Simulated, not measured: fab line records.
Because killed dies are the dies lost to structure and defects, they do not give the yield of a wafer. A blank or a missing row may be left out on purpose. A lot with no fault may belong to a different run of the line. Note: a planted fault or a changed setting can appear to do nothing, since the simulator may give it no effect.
The same fault as seen by 2 desks / flow berkeley cmos170 / what lay behind the numbers comes last; until then each desk has only its own

FOR THE TOOL OWNER'S DESK: litho track-01
The tool's own readings at UCB170_ACTIVE_DEVELOP_12 (develop time 45 s): means of the sampled wafers that have a number, for each lot that ran on this tool. If a lot's mean is further than 4 standard deviations from the usual mean, the lot is out of limits and carries the mark OUT (the distance appears in the brackets).
Columns: A = developer temp C at UCB170_ACTIVE_DEVELOP_12, usual 21.01 C
lot=L194; first seen here=day 5 21:00; A=21.07
lot=L196; first seen here=day 5 21:00; A=21.01
lot=L190; first seen here=day 5 22:00; A=20.89
lot=L201; first seen here=day 6 14:00; A=20.85
lot=L199; first seen here=day 7 00:00; A=20.94
lot=L208; first seen here=day 8 08:00; A=20.15 (-8.6) OUT
lot=L209; first seen here=day 8 12:00; A=20.07 (-9.4) OUT
Finding of this desk: L208, L209 out of limits; the first was L208 at day 8 08:00, on developer temp C at UCB170_ACTIVE_DEVELOP_12. Within limits: L194, L196, L190, L201, L199.

METROLOGY DESK
What the gauges read, lot by lot, whatever tool the lot ran on: means of the sampled wafers that have a number. If a lot's mean is further than 4 standard deviations from the usual mean, the lot is out of limits and carries the mark OUT (the distance appears in the brackets).
Columns: A = ACTIVE_OVL at UCB170_ACTIVE_OVL_MEAS_14, usual 3 nm; B = PFIELD_OVL at UCB170_PFIELD_OVL_MEAS_06, usual -2 nm
lot=L192; first seen here=day 5 18:11; A=1; B=-1
lot=L193; first seen here=day 5 20:46; A=1; B=-7
lot=L194; first seen here=day 5 21:15; A=-3; B=5
lot=L195; first seen here=day 5 21:23; A=6; B=5
lot=L196; first seen here=day 5 21:32; A=-4; B=11
lot=L190; first seen here=day 5 22:16; A=7; B=-2
lot=L197; first seen here=day 6 06:29; A=11; B=-4
lot=L201; first seen here=day 6 14:50; A=2; B=7
lot=L200; first seen here=day 6 15:05; A=0; B=-1
lot=L198; first seen here=day 6 15:12; A=9; B=-8
lot=L199; first seen here=day 7 00:22; A=-1; B=-8
lot=L208; first seen here=day 8 08:19; A=4; B=-1
lot=L209; first seen here=day 8 12:23; A=1; B=-11
lot=L213; first seen here=day 9 06:04; A=5; B=-3
This desk's verdict: no lot among the 14 shows anything out of limits.

PUT TOGETHER
The tool owner's desk had the chance to raise an alarm at day 8 08:00 on L208, L209.
The metrology desk saw nothing out of limits.
The metrology desk has L208, L209 on record, within its limits.
The lots listed all ran UCB170_ACTIVE_DEVELOP_12 on litho track-01.

WHAT HAD BEEN PUT IN BY THE SIMULATOR
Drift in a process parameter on litho track-01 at UCB170_ACTIVE_DEVELOP_12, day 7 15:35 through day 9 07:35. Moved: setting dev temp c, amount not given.
Lots struck among those shown: L208, L209.
Time in hours from fault onset to the first out-of-limits reading at each desk: the tool owner's desk, 16.
